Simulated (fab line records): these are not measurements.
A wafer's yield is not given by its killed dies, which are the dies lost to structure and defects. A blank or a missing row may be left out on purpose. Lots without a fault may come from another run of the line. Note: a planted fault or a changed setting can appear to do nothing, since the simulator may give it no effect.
fab line records	flow ritCmos
record lots=7	wafers=21	lastDay=5
route steps=202 shown NLDD@110 PLDD@114 SPACER@125 NSD@131 PSD@142
lots with no fault: from the same line, run without faults
startH: start of the lot's first displayed wafer, in hours after the record's first day	waitH: hours elapsed since this lot's preceding step	" the same as in the row above	L1.1+2: several wafers, shown together as one row	- no value, or no start was given	* or withheld: withheld	< > ~ a bound
route shown NAME@n: names a module that has steps shown in the file, with the first one's number in the route	usual: mean/standard deviation taken from wafers without a fault	same: alike in all rows	chamber/n: place in a boat	sites: the reading at each site	_std_site: their standard deviation	_edge_site: the outer-site mean with the inner-site mean subtracted	radiusMm: how far each site lies from the wafer's centre	mask NAME#n: copy n	behind: the most recent tool/chamber to have shaped the wafer	hold: the reason the lot was held/the length of the hold in hours/how it ended	device: the n, p or np transistor that did not switch	end of line: the route-end tests of the same wafers	where a step has no rows: the recipe by itself	killed: dies that structure and defects cost at the first sort, which is not the same as the wafer's yield	map: a wafer's dies, x killed, . not, _ none there
set.NAME: the setting that was run; set.NAME@STEP: the one run at that earlier step	model.NAME: the simulator's own value behind a step, which no gauge read
certain route steps with their lots: each step a table, each wafer a row
services: the hour from which a tool's chamber was out of use, counted from the record's first day as startH (under 0 if before that day), plus the number of hours and why
## steps
# step RIT_NLDD_HARDBAKE_07
# recipe resist=NOVOLAK	tempC=140	timeS=60
# step RIT_NLDD_IMPLANT_08
# recipe species=P	energyKev=20	doseCm2=5e+14	tiltDeg=7
# step RIT_NLDD_STRIP_09
# recipe chemistry=O2	timeS=180	resist=NOVOLAK	platenTempC=withheld	powerW=500	pressureMtorr=4000	o2FlowSccm=4000
# usual drypumpMotorCurrentA=6.11/0.28	rfReflPowerW=7.6/0.88
lot.wafer	tool	chamber	startH	waitH	drypumpMotorCurrentA	rfHoursCounterH	rfReflPowerW
L808.2	plasmaAsher-04	1	48.03	0.1	6.55	26	5.8
L808.5	"	1	"	"	6.53	-	6.0
L808.6	"	0	"	"	5.89	-	8.4
L809.1	plasmaAsher-01	1	56.10	0.1	6.03	39	6.8
L809.2	"	0	"	"	6.10	39	8.3
L809.4	"	1	"	"	6.04	-	7.0
L812.2	plasmaAsher-03	1	67.72	0.1	5.78	45	8.7
L812.4	"	1	"	"	5.76	-	8.4
L812.5	"	0	"	"	6.34	-	8.0
L814.2	plasmaAsher-03	1	82.21	0.1	5.77	47	8.3
L814.3	"	1	"	"	5.77	-	8.2
L814.4	"	0	"	"	6.35	-	8.0
L815.1	plasmaAsher-03	0	82.62	0.1	6.38	47	7.9
L815.2	"	1	"	"	5.78	47	7.8
L815.5	"	0	"	"	6.36	-	8.0
L816.1	plasmaAsher-01	0	86.21	0.1	6.11	43	8.4
L816.2	"	1	"	"	6.04	43	6.9
L816.6	"	0	"	"	6.11	-	8.1
L817.2	plasmaAsher-03	1	94.00	0.1	5.78	49	8.4
L817.3	"	0	"	"	6.34	-	7.9
L817.5	"	1	"	"	5.77	-	8.4
# step RIT_NLDD_TW_MEAS_10
# usual NLDD_TW=2484/22
lot.wafer	tool	chamber	startH	waitH	NLDD_TW
L808.2	filmMetro-01	-	48.22	0.1	2502
L808.5	"	-	"	"	2515
L808.6	"	-	"	"	2495
L809.1	filmMetro-03	-	56.27	0.1	2475
L809.2	"	-	"	"	2463
L809.4	"	-	"	"	2467
L812.2	filmMetro-02	-	67.91	0.1	2483
L812.4	"	-	"	"	2458
L812.5	"	-	"	"	2485
L814.2	filmMetro-02	-	82.39	0.1	2476
L814.3	"	-	"	"	2477
L814.4	"	-	"	"	2474
L815.1	filmMetro-01	-	82.80	0.1	2512
L815.2	"	-	"	"	2521
L815.5	"	-	"	"	2522
L816.1	filmMetro-03	-	86.39	0.1	2477
L816.2	"	-	"	"	2465
L816.6	"	-	"	"	2469
L817.2	filmMetro-03	-	94.19	0.1	2484
L817.3	"	-	"	"	2475
L817.5	"	-	"	"	2475
# step RIT_PLDD_HMDS_00
# recipe primeTimeS=60	primeTempC=140
# step RIT_PLDD_COAT_01
# recipe resist=NOVOLAK	spinRpm=3250	resistThkNm=1000
# step RIT_PLDD_SOFTBAKE_02
# recipe resist=NOVOLAK	tempC=90	timeS=60
# step RIT_PLDD_EXPOSE_03
# recipe maskId=M8	na=0.57	targetCdNm=40900	doseMj=250
# step RIT_PLDD_PEB_04
# recipe resist=NOVOLAK	tempC=withheld	timeS=withheld
# step RIT_PLDD_DEVELOP_05
# recipe resist=NOVOLAK	developTimeS=50	devTempC=23
# step RIT_PLDD_OVL_MEAS_06
# usual PLDD_OVL=0.7/1.3
lot.wafer	tool	chamber	startH	waitH	PLDD_OVL[nm]
L808.2	overlay-02	-	49.25	-	0.7
L808.5	"	-	"	"	0.3
L808.6	"	-	"	"	1.6
L809.1	overlay-01	-	57.18	-	2.4
L809.2	"	-	"	"	2.9
L809.4	"	-	"	"	2.9
L812.2	overlay-02	-	68.81	-	0.3
L812.4	"	-	"	"	1.3
L812.5	"	-	"	"	3.1
L814.2	overlay-01	-	83.30	-	1.1
L814.3	"	-	"	"	1.4
L814.4	"	-	"	"	0.8
L815.1	overlay-02	-	83.83	-	-0.6
L815.2	"	-	"	"	-1.3
L815.5	"	-	"	"	-1.1
L816.1	overlay-02	-	87.36	-	2.3
L816.2	"	-	"	"	1.1
L816.6	"	-	"	"	3.4
L817.2	overlay-02	-	95.10	-	0.8
L817.3	"	-	"	"	-0.7
L817.5	"	-	"	"	2.3
# step RIT_PLDD_HARDBAKE_07
# recipe resist=NOVOLAK	tempC=140	timeS=60
# step RIT_PLDD_IMPLANT_08
# recipe species=BF2	energyKev=20	doseCm2=9e+14	tiltDeg=7
# usual implantIonAmu=49/0
lot.wafer	tool	chamber	startH	waitH	implantIonAmu	model.implant.drpNm	model.implant.rpNm
L808.2	implanter-01	0	49.45	0.1	49	9.752	17.33
L808.5	"	0	"	"	49	9.752	17.33
L808.6	"	0	"	"	49	9.752	17.33
L809.1	implanter-04	0	57.37	0.1	49	9.752	17.07
L809.2	"	0	"	"	49	9.752	17.07
L809.4	"	0	"	"	49	9.752	17.07
L812.2	implanter-03	0	69.23	0.1	49	9.752	16.94
L812.4	"	0	"	"	49	9.752	16.94
L812.5	"	0	"	"	49	9.752	16.94
L814.2	implanter-04	0	83.51	0.1	49	9.752	16.8
L814.3	"	0	"	"	49	9.752	16.8
L814.4	"	0	"	"	49	9.752	16.8
L815.1	implanter-01	0	84.02	0.1	75	7.212	14.88
L815.2	"	0	"	"	75	7.212	14.88
L815.5	"	0	"	"	75	7.212	14.88
L816.1	implanter-01	0	87.64	0.1	75	7.212	15.56
L816.2	"	0	"	"	75	7.212	15.56
L816.6	"	0	"	"	75	7.212	15.56
L817.2	implanter-03	0	95.51	0.1	75	7.212	16.17
L817.3	"	0	"	"	75	7.212	16.17
L817.5	"	0	"	"	75	7.212	16.17
# step RIT_PLDD_STRIP_09
# recipe chemistry=O2	timeS=180	resist=NOVOLAK	platenTempC=withheld	powerW=500	pressureMtorr=4000	o2FlowSccm=4000
# usual drypumpMotorCurrentA=6.0/0.65	rfReflPowerW=7.1/1.2
lot.wafer	tool	chamber	startH	waitH	drypumpMotorCurrentA	rfHoursCounterH	rfReflPowerW
L808.2	plasmaAsher-02	0	49.58	0.1	6.8	37	5.1
L808.5	"	1	"	"	4.9	-	7.6
L808.6	"	0	"	"	6.8	-	5.5
L809.1	plasmaAsher-03	0	57.52	0.1	6.3	44	7.9
L809.2	"	1	"	"	5.8	44	8.0
L809.4	"	0	"	"	6.3	-	8.2
L812.2	plasmaAsher-03	0	69.36	0.1	6.4	45	8.0
L812.4	"	1	"	"	5.8	-	8.2
L812.5	"	0	"	"	6.4	-	7.9
L814.2	plasmaAsher-02	1	83.63	0.1	4.9	40	6.9
L814.3	"	1	"	"	5.0	-	7.2
L814.4	"	0	"	"	6.8	-	5.1
L815.1	plasmaAsher-03	0	84.17	0.1	6.3	47	8.1
L815.2	"	1	"	"	5.8	47	8.2
L815.5	"	0	"	"	6.3	-	8.2
L816.1	plasmaAsher-02	0	87.91	0.2	6.8	41	5.1
L816.2	"	1	"	"	4.9	41	7.0
L816.6	"	0	"	"	6.8	-	5.1
L817.2	plasmaAsher-03	0	95.64	0.1	6.4	49	8.1
L817.3	"	1	"	"	5.8	-	8.2
L817.5	"	0	"	"	6.4	-	8.1
# step RIT_PLDD_TW_MEAS_10
# usual PLDD_TW=2336/15
lot.wafer	tool	chamber	startH	waitH	PLDD_TW
L808.2	filmMetro-01	-	49.76	0.1	2361
L808.5	"	-	"	"	2349
L808.6	"	-	"	"	2344
L809.1	filmMetro-03	-	57.70	0.1	2325
L809.2	"	-	"	"	2331
L809.4	"	-	"	"	2310
L812.2	filmMetro-01	-	69.54	0.1	2358
L812.4	"	-	"	"	2355
L812.5	"	-	"	"	2366
L814.2	filmMetro-03	-	83.82	0.1	2321
L814.3	"	-	"	"	2329
L814.4	"	-	"	"	2327
L815.1	filmMetro-03	-	84.35	0.1	2938
L815.2	"	-	"	"	2945
L815.5	"	-	"	"	2942
L816.1	filmMetro-03	-	88.09	0.1	2954
L816.2	"	-	"	"	2947
L816.6	"	-	"	"	2956
L817.2	filmMetro-02	-	95.82	0.1	2976
L817.3	"	-	"	"	2952
L817.5	"	-	"	"	2975
# step RIT_SPACER_CLEAN_00
# recipe chemistry=SC1	mix=3:3:50	timeS=600	tempC=75
# step RIT_SPACER_CLEAN_01
# recipe chemistry=dHF	dilution=50:1	timeS=30
# step RIT_SPACER_CLEAN_02
# recipe chemistry=SC2	mix=3:3:50	timeS=600	tempC=75	dry=n2Spin
# step RIT_SPACER_CVD_03
# recipe material=Si3N4	targetThkNm=250	tempC=810	precursor=SiH2Cl2/NH3	timeS=3300	pressureMtorr=300	sih2cl2FlowSccm=60	nh3FlowSccm=150
# step RIT_SPACER_THK_MEAS_04
# recipe reads=Si3N4_of_SPACER_CVD_03
# usual SPACER_NITRIDE_THK=250.8/2.6
lot.wafer	tool	chamber	startH	waitH	SPACER_NITRIDE_THK[nm]
L808.2	filmMetro-04	-	52.11	0.0	253.0
L808.5	"	-	"	"	255.8
L808.6	"	-	"	"	253.4
L809.1	filmMetro-02	-	60.07	0.0	254.9
L809.2	"	-	"	"	253.1
L809.4	"	-	"	"	252.4
L812.2	filmMetro-03	-	71.92	0.0	247.6
L812.4	"	-	"	"	247.2
L812.5	"	-	"	"	246.2
L814.2	filmMetro-04	-	86.19	0.0	250.0
L814.3	"	-	"	"	247.4
L814.4	"	-	"	"	248.8
L815.1	filmMetro-04	-	86.69	0.0	251.3
L815.2	"	-	"	"	252.3
L815.5	"	-	"	"	254.3
L816.1	filmMetro-04	-	90.46	0.0	251.7
L816.2	"	-	"	"	252.7
L816.6	"	-	"	"	250.9
L817.2	filmMetro-03	-	98.20	0.0	251.8
L817.3	"	-	"	"	251.2
L817.5	"	-	"	"	250.5
# step RIT_SPACER_ETCHBACK_05
# recipe targetDepthA=2500	SF6_flow_sccm=30	CHF3_flow_sccm=30	target=Si3N4	chemistry=SF6/CHF3	pressureMtorr=40	rfW=250	timeS=240	stopOn=SiO2
# usual drypumpMotorCurrentA=5.6/0.5	oesProductAu=0.851/0.014	throttleValvePct=10.23/0.13
lot.wafer	tool	chamber	startH	waitH	drypumpMotorCurrentA	oesProductAu	rfHoursCounterH	throttleValvePct
L808.2	rieDiel-01	0	52.16	0.0	6.6	0.842	102	10.06
L808.5	"	2	"	"	5.4	0.880	-	10.04
L808.6	"	1	"	"	5.3	0.869	-	10.34
L809.1	rieDiel-03	2	60.13	0.1	6.1	0.842	12	10.23
L809.2	"	0	"	"	5.1	0.866	53	10.31
L809.4	"	3	"	"	5.9	0.869	132	10.01
L812.2	rieDiel-03	3	71.97	0.0	5.8	0.856	133	10.00
L812.4	"	0	"	"	5.1	0.844	54	10.31
L812.5	"	0	"	"	5.2	0.846	-	10.32
L814.2	rieDiel-03	3	86.24	0.0	5.8	0.865	133	10.01
L814.3	"	2	"	"	6.1	0.814	13	10.22
L814.4	"	0	"	"	5.2	0.846	54	10.32
L815.1	rieDiel-01	3	86.75	0.1	5.5	0.846	48	10.22
L815.2	"	0	"	"	6.6	0.845	102	10.07
L815.5	"	2	"	"	5.4	0.874	-	10.05
L816.1	rieDiel-04	3	90.52	0.1	5.8	0.869	124	10.32
L816.2	"	2	"	"	6.0	0.834	84	10.35
L816.6	"	1	"	"	4.8	0.856	-	10.41
L817.2	rieDiel-01	2	98.25	0.0	5.4	0.862	2	10.03
L817.3	"	1	"	"	5.2	0.855	129	10.35
L817.5	"	0	"	"	6.7	0.837	-	10.07
# step RIT_NSD_HMDS_00
# recipe primeTimeS=60	primeTempC=140
# step RIT_NSD_COAT_01
# recipe resist=NOVOLAK	spinRpm=3250	resistThkNm=1000
# step RIT_NSD_SOFTBAKE_02
# recipe resist=NOVOLAK	tempC=90	timeS=60
# step RIT_NSD_EXPOSE_03
# recipe maskId=M9	na=0.57	targetCdNm=40700	doseMj=250
# step RIT_NSD_PEB_04
# recipe resist=NOVOLAK	tempC=withheld	timeS=withheld
# step RIT_NSD_DEVELOP_05
# recipe resist=NOVOLAK	developTimeS=50	devTempC=23
# step RIT_NSD_OVL_MEAS_06
# usual NSD_OVL=0.7/1.4
lot.wafer	tool	chamber	startH	waitH	NSD_OVL[nm]
L808.2	overlay-02	-	53.16	-	1.8
L808.5	"	-	"	"	1.2
L808.6	"	-	"	"	-1.1
L809.1	overlay-01	-	61.26	-	1.3
L809.2	"	-	"	"	1.8
L809.4	"	-	"	"	1.4
L812.2	overlay-01	-	73.06	-	1.3
L812.4	"	-	"	"	0.8
L812.5	"	-	"	"	0.1
L814.2	overlay-01	-	87.41	-	3.2
L814.3	"	-	"	"	3.5
L814.4	"	-	"	"	2.9
L815.1	overlay-02	-	87.87	-	-2.0
L815.2	"	-	"	"	-1.4
L815.5	"	-	"	"	-1.3
L816.1	overlay-01	-	91.52	-	3.2
L816.2	"	-	"	"	-0.1
L816.6	"	-	"	"	1.8
L817.2	overlay-01	-	99.39	-	0.3
L817.3	"	-	"	"	0.2
L817.5	"	-	"	"	-0.5
# step RIT_NSD_HARDBAKE_07
# recipe resist=NOVOLAK	tempC=140	timeS=60
# step RIT_NSD_IMPLANT_08
# recipe species=P	energyKev=25	doseCm2=1e+15	tiltDeg=7
# step RIT_NSD_STRIP_09
# recipe chemistry=O2	timeS=180	resist=NOVOLAK	platenTempC=withheld	powerW=500	pressureMtorr=4000	o2FlowSccm=4000
# usual drypumpMotorCurrentA=6.0/0.52	rfReflPowerW=7.3/1.1
lot.wafer	tool	chamber	startH	waitH	drypumpMotorCurrentA	rfHoursCounterH	rfReflPowerW
L808.2	plasmaAsher-03	0	53.49	0.1	6.3	44	8.1
L808.5	"	0	"	"	6.3	-	8.1
L808.6	"	1	"	"	5.8	-	8.1
L809.1	plasmaAsher-01	1	61.59	0.1	6.0	40	6.8
L809.2	"	0	"	"	6.1	40	8.4
L809.4	"	0	"	"	6.1	-	8.3
L812.2	plasmaAsher-02	0	73.39	0.1	6.8	39	5.4
L812.4	"	1	"	"	4.9	-	7.7
L812.5	"	1	"	"	4.9	-	7.1
L814.2	plasmaAsher-02	1	87.74	0.1	4.9	41	7.0
L814.3	"	0	"	"	6.8	-	5.3
L814.4	"	1	"	"	5.0	-	7.0
L815.1	plasmaAsher-03	0	88.20	0.1	6.4	48	7.9
L815.2	"	1	"	"	5.8	48	8.0
L815.5	"	0	"	"	6.4	-	7.8
L816.1	plasmaAsher-02	1	91.86	0.1	4.9	41	7.3
L816.2	"	0	"	"	6.8	41	5.2
L816.6	"	0	"	"	6.8	-	5.5
L817.2	plasmaAsher-01	0	99.75	0.1	6.1	44	8.1
L817.3	"	0	"	"	6.1	-	8.4
L817.5	"	0	"	"	6.1	-	8.3
# step RIT_NSD_TW_MEAS_10
# usual NSD_TW=3117/29
lot.wafer	tool	chamber	startH	waitH	NSD_TW
L808.2	filmMetro-03	-	53.68	0.1	3101
L808.5	"	-	"	"	3094
L808.6	"	-	"	"	3102
L809.1	filmMetro-01	-	61.77	0.1	3136
L809.2	"	-	"	"	3144
L809.4	"	-	"	"	3137
L812.2	filmMetro-02	-	73.60	0.1	3091
L812.4	"	-	"	"	3098
L812.5	"	-	"	"	3078
L814.2	filmMetro-03	-	87.92	0.1	3093
L814.3	"	-	"	"	3075
L814.4	"	-	"	"	3094
L815.1	filmMetro-01	-	88.38	0.1	3144
L815.2	"	-	"	"	3135
L815.5	"	-	"	"	3157
L816.1	filmMetro-02	-	92.03	0.1	3109
L816.2	"	-	"	"	3112
L816.6	"	-	"	"	3118
L817.2	filmMetro-02	-	99.93	0.1	3094
L817.3	"	-	"	"	3105
L817.5	"	-	"	"	3089
# step RIT_PSD_HMDS_00
# recipe primeTimeS=60	primeTempC=140
# step RIT_PSD_COAT_01
# recipe resist=NOVOLAK	spinRpm=3250	resistThkNm=1000
# step RIT_PSD_SOFTBAKE_02
# recipe resist=NOVOLAK	tempC=90	timeS=60
# step RIT_PSD_EXPOSE_03
# recipe maskId=M10	na=0.57	targetCdNm=40900	doseMj=250
# step RIT_PSD_PEB_04
# recipe resist=NOVOLAK	tempC=withheld	timeS=withheld
# step RIT_PSD_DEVELOP_05
# recipe resist=NOVOLAK	developTimeS=50	devTempC=23
# step RIT_PSD_OVL_MEAS_06
# usual PSD_OVL=-0.4/1.7
lot.wafer	tool	chamber	startH	waitH	PSD_OVL[nm]
L808.2	overlay-02	-	54.71	-	-2.2
L808.5	"	-	"	"	-4.0
L808.6	"	-	"	"	-3.0
L809.1	overlay-02	-	62.68	-	-0.6
L809.2	"	-	"	"	0.5
L809.4	"	-	"	"	-0.5
L812.2	overlay-01	-	74.51	-	1.0
L812.4	"	-	"	"	0.9
L812.5	"	-	"	"	1.4
L814.2	overlay-01	-	88.83	-	-0.4
L814.3	"	-	"	"	-0.2
L814.4	"	-	"	"	-0.4
L815.1	overlay-02	-	89.29	-	-2.7
L815.2	"	-	"	"	-0.4
L815.5	"	-	"	"	-1.6
L816.1	overlay-02	-	92.94	-	-1.9
L816.2	"	-	"	"	-0.6
L816.6	"	-	"	"	-1.7
L817.2	overlay-01	-	100.95	-	-0.1
L817.3	"	-	"	"	-2.1
L817.5	"	-	"	"	0.3
# step RIT_PSD_HARDBAKE_07
# recipe resist=NOVOLAK	tempC=140	timeS=60
# step RIT_PSD_IMPLANT_08
# recipe species=BF2	energyKev=27	doseCm2=5e+15	tiltDeg=7
# step RIT_PSD_STRIP_09
# recipe chemistry=O2	timeS=180	resist=NOVOLAK	platenTempC=withheld	powerW=500	pressureMtorr=4000	o2FlowSccm=4000
# usual drypumpMotorCurrentA=6.1/0.57	rfReflPowerW=6.9/1.2
lot.wafer	tool	chamber	startH	waitH	drypumpMotorCurrentA	rfHoursCounterH	rfReflPowerW
L808.2	plasmaAsher-02	1	55.29	0.1	4.9	37	6.9
L808.5	"	0	"	"	6.8	-	5.0
L808.6	"	1	"	"	5.0	-	7.1
L809.1	plasmaAsher-04	0	63.01	0.1	5.9	27	8.2
L809.2	"	1	"	"	6.6	27	5.7
L809.4	"	1	"	"	6.6	-	5.9
L812.2	plasmaAsher-01	1	74.84	0.1	6.0	41	6.7
L812.4	"	1	"	"	6.0	-	6.8
L812.5	"	0	"	"	6.1	-	8.1
L814.2	plasmaAsher-02	0	89.16	0.1	6.8	41	5.3
L814.3	"	1	"	"	5.0	-	7.2
L814.4	"	0	"	"	6.8	-	5.0
L815.1	plasmaAsher-01	0	89.63	0.1	6.1	43	8.5
L815.2	"	1	"	"	6.1	43	6.6
L815.5	"	0	"	"	6.1	-	8.1
L816.1	plasmaAsher-01	1	93.28	0.1	6.0	44	6.6
L816.2	"	0	"	"	6.1	44	8.2
L816.6	"	0	"	"	6.1	-	8.2
L817.2	plasmaAsher-04	0	101.28	0.1	5.9	30	8.3
L817.3	"	1	"	"	6.6	-	5.8
L817.5	"	0	"	"	5.9	-	8.1
# step RIT_SDANNEAL_RS_MEAS_06
# recipe thkMeasGauge=four-point-probe
# usual PLDD_RS=178.7/0.46
lot.wafer	tool	chamber	startH	waitH	PLDD_RS[ohm/sq]
L808.2	filmMetro-01	-	56.21	0.1	178.7
L808.5	"	-	"	"	178.1
L808.6	"	-	"	"	178.7
L809.1	filmMetro-01	-	63.91	0.1	178.7
L809.2	"	-	"	"	178.9
L809.4	"	-	"	"	179.0
L812.2	filmMetro-02	-	75.79	0.1	178.1
L812.4	"	-	"	"	178.4
L812.5	"	-	"	"	177.9
L814.2	filmMetro-03	-	90.09	0.1	178.6
L814.3	"	-	"	"	178.6
L814.4	"	-	"	"	178.7
L815.1	filmMetro-02	-	90.54	0.1	68.7
L815.2	"	-	"	"	68.6
L815.5	"	-	"	"	68.6
L816.1	filmMetro-02	-	94.20	0.1	68.7
L816.2	"	-	"	"	68.5
L816.6	"	-	"	"	68.7
L817.2	filmMetro-03	-	102.24	0.1	68.7
L817.3	"	-	"	"	68.6
L817.5	"	-	"	"	68.7
## services
tool	chamber	startH	hours	kind
implanter-04	-	27.00	2.8	repair
implanter-04	-	37.16	0.6	repair
implanter-03	-	41.97	2.5	repair
implanter-04	-	47.88	2.1	pm
plasmaAsher-02	-	50.39	3.1	repair
rieDiel-01	2	63.80	7.4	repair
rieDiel-04	0	64.57	2.4	repair
plasmaAsher-04	-	78.37	17.6	repair
rieDiel-03	-	90.50	2.8	pm
rieDiel-03	-	94.52	0.1	repair
## key
firstSign step=RIT_PLDD_IMPLANT_08	reading=implantIonAmu	direction=up	sigmas=99+	usual=49	struck=75
effect step=RIT_PLDD_TW_MEAS_10	reading=PLDD_TW	direction=up	sigmas=42	usual=2336	struck=2954
effect step=RIT_SDANNEAL_RS_MEAS_06	reading=PLDD_RS	direction=down	sigmas=99+	usual=178.7	struck=68.7
modelEffect step=RIT_PLDD_IMPLANT_08	value=implant.drpNm	without=9.752	struck=7.212
metAt RIT_PLDD_IMPLANT_08
struckWafers L815.1,L815.2,L815.5,L816.1,L816.2,L816.6,L817.2,L817.3,L817.5
sortLeftOut L815.1,L815.2,L815.5,L816.1,L816.2,L816.6,L817.2,L817.3,L817.5
testerLeftOut L815,L816,L817
onsetBetween 83.51 84.02
fault kind=wrongRecipeDownload	tool=implanter-01,implanter-03,implanter-04	chamber=-	onsetH=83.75	steps=RIT_PLDD_IMPLANT_08	wrongRecipe.notListed=1
# testerLeftOut: of these lots the tester's yield and bins aren't shown, on N5 and GAA mostly nor the transistor test; their killed dies are dies lost to structure and defects alone, not to doping, threshold or leakage, so they don't give the yield
# sortLeftOut: the simulated sort isn't trusted on such a fault, so these wafers' sort isn't shown, and their yield isn't known
